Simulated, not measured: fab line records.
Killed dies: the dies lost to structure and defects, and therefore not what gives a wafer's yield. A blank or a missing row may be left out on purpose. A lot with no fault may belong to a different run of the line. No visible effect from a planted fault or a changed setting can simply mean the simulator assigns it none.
Lot-split experiment | flow berkeleyCmos170 | 5 lots, 23 wafers read, on a route of 331 steps

== ABOUT THE SPLIT ==
At UCB170_M3_METAL_ETCH_18 (etches Al in Cl2/BCl3, stops on SiO2, target depth 1170 nm, time 195 s), the setting icpW was moved away from the recipe's 600 W on 11 of the 23 wafers read, by -10.5% to +11.8%. This setting was run at the recipe's value on the other wafers.

== FROM THE SPLIT ON TO THE READING: in between, the file shows 1 step ==
- UCB170_M3_STRIP_19: strips in O2

== THE READING ==
cdNm at UCB170_M3_CD_MEAS_90, given in nm (cd target 700 nm). A value of 700.6 nm with a standard deviation of 2.2 nm is what fault-free wafers of this fab line usually give.

wafer  | tool, chamber at the split | icpW as run, W | against the recipe | cdNm, nm | against lot-mates on the recipe
L078.1 | rieMetal-04, 0             | 537            | -10.5%             | 709.8    | +5.5
L078.2 | rieMetal-04, 1             | 600            | recipe             | 703.3    | -
L078.3 | rieMetal-04, 1             | 537            | -10.5%             | 709.7    | +5.4
L078.5 | rieMetal-04, 1             | 600            | recipe             | 705.3    | -
L078.6 | rieMetal-04, 0             | 537            | -10.5%             | 710.4    | +6.1
L075.1 | rieMetal-03, 0             | 600            | recipe             | 699.1    | -
L075.2 | rieMetal-03, 1             | 625.3          | +4.2%              | 696.0    | -3.7
L075.4 | rieMetal-03, 0             | 600            | recipe             | 699.8    | -
L075.5 | rieMetal-03, 0             | 625.3          | +4.2%              | 700.3    | +0.6
L075.6 | rieMetal-03, 1             | 600            | recipe             | 700.3    | -
L081.1 | rieMetal-04, 1             | 600            | recipe             | 701.2    | -
L081.2 | rieMetal-04, 0             | 655.2          | +9.2%              | 696.5    | -6.2
L081.3 | rieMetal-04, 1             | 600            | recipe             | 704.1    | -
L081.4 | rieMetal-04, 0             | 655.2          | +9.2%              | 698.1    | -4.6
L081.5 | rieMetal-04, 1             | 655.2          | +9.2%              | 698.1    | -4.6
L080.1 | rieMetal-03, 0             | 600            | recipe             | 699.6    | -
L080.3 | rieMetal-03, 0             | 600            | recipe             | 703.8    | -
L080.6 | rieMetal-03, 0             | 600            | recipe             | 702.8    | -
L083.1 | rieMetal-03, 1             | 671            | +11.8%             | 693.5    | -9.5
L083.2 | rieMetal-03, 0             | 671            | +11.8%             | 696.6    | -6.4
L083.3 | rieMetal-03, 0             | 600            | recipe             | 702.7    | -
L083.4 | rieMetal-03, 1             | 671            | +11.8%             | 693.4    | -9.6
L083.5 | rieMetal-03, 0             | 600            | recipe             | 703.2    | -

THE FIT
A straight line over all 23 wafers: cdNm changes by -0.659 nm for each +1% of icpW; r = -0.92; the points scatter about the line by 1.9 nm.
The same after taking each lot's own level away (the mean of its wafers on the recipe; 23 wafers): -0.603 nm for each +1%; r = -0.94; scatter 1.4 nm.
That fit puts the effect of the largest move of icpW on the reading at 7.1 nm.
From 699.73 to 704.30 nm: that is the span of the lots' own levels, equal to 2.1 times the standard deviation above.
The two slopes are in agreement: the lot-to-lot level therefore moves the slope only a little.
Check: -6.87 nm against its lot-mates is what the line predicts for one of the wafers moved furthest among these (+11.8%) when that wafer is left out of the fit. It came out at -9.45 nm against them.
Tool readings at the split's step, against how far the setting was moved: oesProductAu r = +0.27.

== ADDITIONAL SPLITS CARRIED BY THESE WAFERS ==
Other splits were also applied to these wafers ahead of the reading. Each is held against what the fit with the lots' levels taken away leaves over:
other split on the same wafers   | wafers away from the commonest value | r with cdNm (lot level and that fit taken away)
UCB170_V2_CMP_02 leaveAboveRefNm | 5                                    | -0.10
UCB170_V2_ETCH_14 rfW            | 5                                    | -0.18
UCB170_M3_SPUTTER_01 timeS       | 8                                    | +0.16

== THE WHOLE CHAIN: every reading that the file lists as answering this split, in the file's order ==
step                    | what it does                                                           | reading                                                                  | change (the file's fit)                   | r (the file's)
UCB170_M3_METAL_ETCH_18 | etches Al in Cl2/BCl3, stops on SiO2, target depth 1170 nm, time 195 s | KrF_of_M3_COAT_10.thkNm (the simulator's own value, which no gauge read) | -6.26 nm for each +1% of the setting      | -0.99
UCB170_M3_STRIP_19      | strips in O2                                                           | oesProductAu                                                             | -0.00659 a.u. for each +1% of the setting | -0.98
UCB170_M3_CD_MEAS_90    | target cd 700 nm                                                       | cdNm                                                                     | -0.602 nm for each +1% of the setting     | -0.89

== THE FILE'S OWN FIT ==
cdNm changes by -0.602 nm for each +1% of icpW, r = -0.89.
